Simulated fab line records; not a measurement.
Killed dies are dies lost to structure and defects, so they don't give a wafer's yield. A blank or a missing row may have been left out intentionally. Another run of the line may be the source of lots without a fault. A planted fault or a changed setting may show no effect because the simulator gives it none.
A struck lot beside a sound one ; flow berkeley-cmos170 ; 15 out of 331 route steps
Sound: the wafers L705.1, L705.2, L705.3. The struck wafers were L704.2, L704.3, L704.4. Last of all comes the cause.
At each step with rows: each side's tool, then ch and its chambers, then its first start. Under that, the readings that differ: sound wafers ; struck wafers ; difference of the means ; sigmas: that difference in standard deviations of wafers without a fault.
alike: readings with means less than 2 such deviations apart, plus words and numbers identical on both sides. not compared: withheld readings, readings lacking a value on some wafer, bounds such as >300 that could conceal the same value, and numbers that have no deviation in the record and whose values overlap.
Wherever a step has rows on one side only, a row that says differs or no value, or a row with sigmas, the two part there. When numbers do not overlap yet have no deviation, they are printed without sigmas and do not part them. A reading that every wafer of one side lacks parts them only if that side has two wafers or more.

UCB170_ACTIVE_OVL_MEAS_14:
  sound on overlay-01, day 4 13:26; struck on overlay-01, day 4 06:22
  alike: ACTIVE_OVL
UCB170_ACTIVE_ETCH_15: etches Si3N4 in CH3F/Ar/O2, stops on SiO2, target depth 242 nm, time 151 s.
  sound on rie-diel-03 ch 1,2,3, day 4 13:28; struck on rie-diel-03 ch 0,1,3, day 4 06:23
  alike: drypump-motor-current-A, oes-product-au, throttle-valve-pct
  not compared: rf-hours-counter-h
UCB170_ACTIVE_STRIP_16: strips in O2.
  sound on plasma-asher-03 ch 0,1, day 4 13:34; struck on plasma-asher-03 ch 0,1, day 4 06:29
  alike: drypump-motor-current-A, oes-product-au, strip-time-to-endpoint-s
  not compared: rf-hours-counter-h
UCB170_ACTIVE_CD_MEAS_90 targets a cd of 1200 nm.
  sound on cd-sem-02, day 4 13:40; struck on cd-sem-02, day 4 06:37
reading;sound;struck;difference;sigmas
cd-nm (nm);1202.2 1200.6 1201.0;1198.9 1198.4 1197.6;-3.0;-2
then, 7 steps without rows for these wafers: UCB170_ACTIVE_CLEAN_17 (cleans in SPM, time 600 s); UCB170_PFIELD_HMDS_00 (prime time 60 s); UCB170_PFIELD_COAT_01 (resist thk 900 nm); UCB170_PFIELD_SOFTBAKE_02 (time 60 s); UCB170_PFIELD_EXPOSE_03 (exposes mask PFIELD, target cd 1500 nm); UCB170_PFIELD_PEB_04; UCB170_PFIELD_DEVELOP_05 (develop time 45 s).
UCB170_PFIELD_OVL_MEAS_06:
  sound on overlay-01, day 4 14:53; struck on overlay-02, day 4 08:19
  alike: PFIELD_OVL
UCB170_PFIELD_IMPLANT_07:
  sound on implanter-02 ch 0, day 4 14:55; struck on implanter-04 ch 0, day 4 08:41
  alike: tilt-deg
UCB170_PFIELD_STRIP_08: strips in O2.
  sound on plasma-asher-02 ch 0,1, day 4 15:04; struck on plasma-asher-04 ch 0,1, day 4 08:49
  alike: drypump-motor-current-A, oes-product-au, strip-time-to-endpoint-s
  not compared: rf-hours-counter-h
UCB170_PFIELD_TW_MEAS_09:
  sound on film-metro-01, day 4 15:10; struck on film-metro-02, day 4 09:09
reading;sound;struck;difference;sigmas
PFIELD_TW;600.2 600.8 601.6;751.6 751.3 754.1;+151.5;+56

== WHERE THEY PART ==
Last at UCB170_PFIELD_TW_MEAS_09 as far as this record goes, first at UCB170_ACTIVE_CD_MEAS_90.

WHY: whatever the simulator had introduced
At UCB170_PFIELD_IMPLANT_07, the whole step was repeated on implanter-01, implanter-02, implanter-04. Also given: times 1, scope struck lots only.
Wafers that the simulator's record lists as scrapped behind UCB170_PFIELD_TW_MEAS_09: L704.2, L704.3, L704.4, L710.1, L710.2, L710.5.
